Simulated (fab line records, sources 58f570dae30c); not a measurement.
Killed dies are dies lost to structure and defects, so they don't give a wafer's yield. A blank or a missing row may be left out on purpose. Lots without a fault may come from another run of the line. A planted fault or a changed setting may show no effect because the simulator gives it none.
One fault seen from 2 desks | flow berkeley_cmos170 | each desk has only its own numbers; what lay behind them comes last

THE TOOL OWNER'S DESK: rie_diel-01
The tool's own readings at UCB170_ACTIVE_ETCH_15 (etches Si3N4 in CH3F/Ar/O2, stops on SiO2, target depth 242 nm, time 151 s): means of the sampled wafers that have a number, for each lot that ran on this tool. A lot is out of limits, marked OUT, if its mean lies more than 4 standard deviations from the usual mean; the brackets give that distance.
Columns: A = drypump_motor_current_A at UCB170_ACTIVE_ETCH_15, usual 5.8 A; B = oes_product_au at UCB170_ACTIVE_ETCH_15, usual 0.944 a.u.; C = throttle_valve_pct at UCB170_ACTIVE_ETCH_15, usual 8.08 %
lot  | first seen here | A   | B     | C
L901 | day 5 17:59     | 5.7 | 0.945 | 8.08
L905 | day 5 21:24     | 5.7 | 0.946 | 8.11
L906 | day 5 21:34     | 5.7 | 0.946 | 8.09
L908 | day 6 15:14     | 5.4 | 0.944 | 8.15
L919 | day 8 12:25     | 5.6 | 0.896 | 8.18
L921 | day 9 06:33     | 5.9 | 0.886 | 8.03
This desk's finding: nothing out of limits on any of the 6 lots.

THE METROLOGY DESK
What the gauges read, lot by lot, whatever tool the lot ran on: means of the sampled wafers that have a number. A lot is out of limits, marked OUT, if its mean lies more than 4 standard deviations from the usual mean; the brackets give that distance.
Columns: A = M3_AL_RS at UCB170_M3_RS_MEAS_02, usual 0.0322 ohm/sq; B = cd_nm at UCB170_M3_CD_MEAS_15, usual 700.1 nm; C = cd_nm at UCB170_M3_CD_MEAS_90, usual 700 nm
lot  | first seen here | A      | B     | C
L901 | day 9 19:13     | 0.0320 | 703.1 | 704
L906 | day 9 20:14     | 0.0324 | 699.0 | 698
L900 | day 9 20:29     | 0.0322 | 701.6 | 700
L904 | day 9 21:01     | 0.0318 | 698.7 | 704
L905 | day 9 21:28     | 0.0324 | 702.4 | 700
L907 | day 10 08:43    | 0.0323 | 699.1 | 701
L908 | day 10 10:14    | 0.0323 | 698.4 | 702
L910 | day 10 11:28    | 0.0318 | 698.4 | 701
L911 | day 10 14:16    | 0.0323 | 698.5 | 697
L909 | day 11 02:38    | 0.0319 | 699.8 | 699
L920 | day 12 13:12    | 0.0319 | 700.0 | 700
L919 | day 12 13:30    | 0.0323 | 701.0 | 701
L922 | day 13 09:28    | 0.0322 | 698.8 | 700
L921 | day 13 11:11    | 0.0315 | 700.7 | 699
This desk's finding: nothing out of limits on any of the 14 lots.

PUT TOGETHER
The tool owner's desk saw nothing out of limits.
The metrology desk saw nothing out of limits.

WHAT THE SIMULATOR HAD PUT IN
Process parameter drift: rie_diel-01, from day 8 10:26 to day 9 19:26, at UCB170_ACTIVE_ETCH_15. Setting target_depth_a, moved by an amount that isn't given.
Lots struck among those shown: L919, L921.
